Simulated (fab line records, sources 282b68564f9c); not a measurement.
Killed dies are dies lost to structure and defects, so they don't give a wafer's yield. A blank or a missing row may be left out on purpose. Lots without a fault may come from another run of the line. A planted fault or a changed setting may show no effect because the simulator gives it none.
One fault seen from 2 desks | flow rit_cmos | each desk has only its own numbers; what lay behind them comes last

THE TOOL OWNER'S DESK: litho_track-04
The tool's own readings at RIT_PLDD_COAT_01 (resist thk 1000 nm): means of the sampled wafers that have a number, for each lot that ran on this tool. A lot is out of limits, marked OUT, if its mean lies more than 4 standard deviations from the usual mean; the brackets give that distance.
Columns: A = exhaust_pa at RIT_PLDD_COAT_01, usual 45.0 Pa; B = spin_speed_rpm at RIT_PLDD_COAT_01, usual 3249.9 rpm
lot  | first seen here | A    | B
L180 | day 5 01:55     | 45.8 | 3248.8
L184 | day 5 20:11     | 45.2 | 3368.8 (+54) OUT
L186 | day 6 07:04     | 44.8 | 3369.6 (+54) OUT
This desk's finding: out of limits on L184, L186; first on L184, day 5 20:11 (spin_speed_rpm at RIT_PLDD_COAT_01). In limits: L180.

THE METROLOGY DESK
What the gauges read, lot by lot, whatever tool the lot ran on: means of the sampled wafers that have a number. A lot is out of limits, marked OUT, if its mean lies more than 4 standard deviations from the usual mean; the brackets give that distance.
Columns: A = NLDD_OVL at RIT_NLDD_OVL_MEAS_06, usual -0.5 nm; B = NLDD_TW at RIT_NLDD_TW_MEAS_10, usual 2508; C = PLDD_OVL at RIT_PLDD_OVL_MEAS_06, usual 0.2 nm
lot  | first seen here | A    | B    | C
L179 | day 5 00:26     | 0.5  | 2531 | 0.2
L180 | day 5 01:10     | 1.2  | 2509 | 1.3
L184 | day 5 19:26     | 0.9  | 2515 | 1.5
L186 | day 6 06:14     | -1.5 | 2512 | 0.7
L189 | day 6 21:44     | -0.5 | 2490 | -1.6
L192 | day 7 17:44     | -1.5 | 2491 | -0.5
This desk's finding: nothing out of limits on any of the 6 lots.

PUT TOGETHER
The tool owner's desk could have raised an alarm at day 5 20:11, on L184, L186.
The metrology desk saw nothing out of limits.
The metrology desk has L184, L186 on record, within its limits.
Of the lots named, all ran RIT_PLDD_COAT_01 on litho_track-04.

WHAT THE SIMULATOR HAD PUT IN
Process parameter drift: litho_track-04, from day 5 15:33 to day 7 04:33, at RIT_PLDD_COAT_01. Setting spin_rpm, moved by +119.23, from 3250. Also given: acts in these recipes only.
Lots struck among those shown: L184, L186.
Hours from the fault's start to each desk's first reading out of limits: the tool owner's desk, 5.
